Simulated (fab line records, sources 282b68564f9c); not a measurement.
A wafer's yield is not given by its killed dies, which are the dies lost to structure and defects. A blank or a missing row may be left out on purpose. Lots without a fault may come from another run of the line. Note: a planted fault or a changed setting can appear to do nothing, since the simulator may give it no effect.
A struck lot beside a sound one | flow ritCmos | 15 out of 202 route steps
Sound: these wafers, L856.1, L856.3, L856.6. Struck: wafers L865.2, L865.3, L865.6. The cause is given at the end.
At each step with rows: each side's tool, then ch and its chambers, then its first start. Under that, the readings that differ: sound wafers | struck wafers | difference of the means | sigmas: that difference in standard deviations of wafers without a fault.
alike: words and numbers the same on both sides, and readings whose means are apart by under 2 such deviations; not compared: readings that were withheld, readings missing a value for some wafer, numbers with overlapping values and no deviation given by the record, and bounds like >300 which may hide the same value.
Wherever a step has rows on one side only, a row that says differs or no value, or a row with sigmas, the two part there. Numbers that have no deviation but don't overlap get no sigmas and don't part them. A reading that every wafer of one side lacks parts them only if that side has two wafers or more.

first, 1 step without rows for these wafers: RIT_NLDD_IMPLANT_08.
RIT_NLDD_STRIP_09: strips in O2, time 180 s.
  sound on plasmaAsher-03 ch 0,1, day 2 22:27; struck on plasmaAsher-02 ch 0,1, day 4 21:43
  alike: drypumpMotorCurrentA, o2FlowSccm
  not compared: rfHoursCounterH
RIT_NLDD_TW_MEAS_10:
  sound: filmMetro-01 at day 2 22:38; struck: filmMetro-04 at day 4 21:54
  alike: NLDD_TW
then, 6 steps without rows for these wafers: RIT_PLDD_HMDS_00 (prime time 60 s); RIT_PLDD_COAT_01 (resist thk 1000 nm); RIT_PLDD_SOFTBAKE_02 (time 60 s); RIT_PLDD_EXPOSE_03 (exposes mask M8, target cd 40900 nm); RIT_PLDD_PEB_04; RIT_PLDD_DEVELOP_05 (develop time 50 s).
RIT_PLDD_OVL_MEAS_06:
  sound: overlay-01 at day 2 23:56; struck: overlay-01 at day 4 22:48
  alike: PLDD_OVL
then, 2 steps without rows for these wafers: RIT_PLDD_HARDBAKE_07 (time 60 s); RIT_PLDD_IMPLANT_08.
RIT_PLDD_STRIP_09: strips in O2, time 180 s.
  sound on plasmaAsher-03 ch 0,1, day 3 00:16; struck on plasmaAsher-01 ch 0,1, day 4 23:08
reading           | sound          | struck         | difference | sigmas
o2FlowSccm (sccm) | 4002 3996 4003 | 2001 2009 1994 | -1999      | -99 or more
  alike: drypumpMotorCurrentA
  not compared: rfHoursCounterH
RIT_PLDD_TW_MEAS_10:
  sound: filmMetro-04 at day 3 00:27; struck: filmMetro-01 at day 4 23:19
  alike: PLDD_TW
RIT_M1_PROBE_99:
  sound: prober-02 at day 3 13:32; struck: prober-01 at day 5 14:04
  alike: killedAtContacts, killedAtFrontEnd, killedDies, killedOpen, killedShort

== WHERE THEY PART ==
At RIT_PLDD_STRIP_09 and nowhere else, as far as this record goes. Later steps at which nothing parts them and some readings are alike: RIT_PLDD_TW_MEAS_10, RIT_M1_PROBE_99.

WHY: what the simulator had put in
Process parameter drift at RIT_PLDD_STRIP_09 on plasmaAsher-01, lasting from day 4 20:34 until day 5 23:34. The setting o2FlowSccm was moved by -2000, starting from 4000. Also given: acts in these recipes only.
